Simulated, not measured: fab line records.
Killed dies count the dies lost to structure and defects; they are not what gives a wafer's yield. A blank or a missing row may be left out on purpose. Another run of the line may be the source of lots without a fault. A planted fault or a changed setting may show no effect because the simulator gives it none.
Split-lot study ; flow ritCmos ; 5 lots, 23 wafers read, on a route of 202 steps

## ABOUT THE SPLIT
At RIT_PLDD_IMPLANT_08, the setting energyKev was moved away from the recipe's 20 on 5 of the 23 wafers read, by -2.2% to +2.2%. For the rest of the wafers, this setting stayed at what the recipe calls for.

Reading taken at the split's own step.

## THE READING
implant.drpNm (the simulator's own value, which no gauge read), in nm, at RIT_PLDD_IMPLANT_08. The file does not state a usual value for it.

wafer;tool, chamber at the split;energyKev as run;against the recipe;implant.drpNm, nm;against lot-mates on the recipe
L075.2;implanter-04, 0;20;recipe;9.752;-
L075.5;implanter-04, 0;20;recipe;9.752;-
L075.6;implanter-04, 0;20;recipe;9.752;-
L077.2;implanter-04, 0;20;recipe;9.752;-
L077.3;implanter-04, 0;20;recipe;9.752;-
L077.6;implanter-04, 0;20;recipe;9.752;-
L077.4;implanter-04, 0;19.56;-2.2%;9.6;-0.152
L077.5;implanter-04, 0;19.56;-2.2%;9.6;-0.152
L078.1;implanter-02, 0;20.44;+2.2%;9.902;+0.150
L078.5;implanter-02, 0;20.44;+2.2%;9.902;+0.150
L078.6;implanter-02, 0;20.44;+2.2%;9.902;+0.150
L078.3;implanter-02, 0;20;recipe;9.752;-
L078.4;implanter-02, 0;20;recipe;9.752;-
L081.1;implanter-04, 0;20;recipe;9.752;-
L081.2;implanter-04, 0;20;recipe;9.752;-
L081.3;implanter-04, 0;20;recipe;9.752;-
L081.4;implanter-04, 0;20;recipe;9.752;-
L081.6;implanter-04, 0;20;recipe;9.752;-
L084.1;implanter-04, 0;20;recipe;9.752;-
L084.2;implanter-04, 0;20;recipe;9.752;-
L084.3;implanter-04, 0;20;recipe;9.752;-
L084.5;implanter-04, 0;20;recipe;9.752;-
L084.6;implanter-04, 0;20;recipe;9.752;-

THE FIT
A straight line over all 23 wafers: implant.drpNm changes by +0.0686 nm for each +1% of energyKev; r = +1.00; the points scatter about the line by 0.00042 nm.
The same after taking each lot's own level away (the mean of its wafers on the recipe; 23 wafers): +0.0686 nm for each +1%; r = +1.00; scatter 0.00042 nm.
Per that fit: largest energyKev move, reading shift of 0.15 nm.
The lots' own levels span 9.7520 to 9.7520 nm.
Hence the lot-to-lot level has little effect on the slope; both slopes agree.
Check: with one of the wafers moved furthest among these (-2.2%) left out of the fit, the line predicts -0.151 nm for it against its lot-mates. Against them it came out at -0.152 nm.

## ADDITIONAL SPLITS CARRIED BY THESE WAFERS
Other splits were also applied to these wafers ahead of the reading. Each is held against what the fit with the lots' levels taken away leaves over:
other split on the same wafers;wafers away from the commonest value;r with implant.drpNm (lot level and that fit taken away)
RIT_ACTIVE_CVD_03 sih2cl2FlowSccm;15;-0.25
RIT_ACTIVE_EXPOSE_08 doseMj;9;-0.30
RIT_NWELL_IMPLANT_08 doseCm2;10;-0.03
RIT_PWELL_COAT_01 spinRpm;6;+0.36
RIT_PWELL_IMPLANT_08 energyKev;5;+0.59
RIT_NRETRO_IMPLANT_08 energyKev;4;+0.07
RIT_PRETRO_COAT_01 spinRpm;9;-0.58
RIT_GATE_OXIDATION_05 oxTimeS;15;-0.50
RIT_PLDD_COAT_01 spinRpm;7;+0.35

## THE FILE'S OWN FIT
implant.drpNm changes by +0.0685 nm for each +1% of energyKev, r = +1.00.
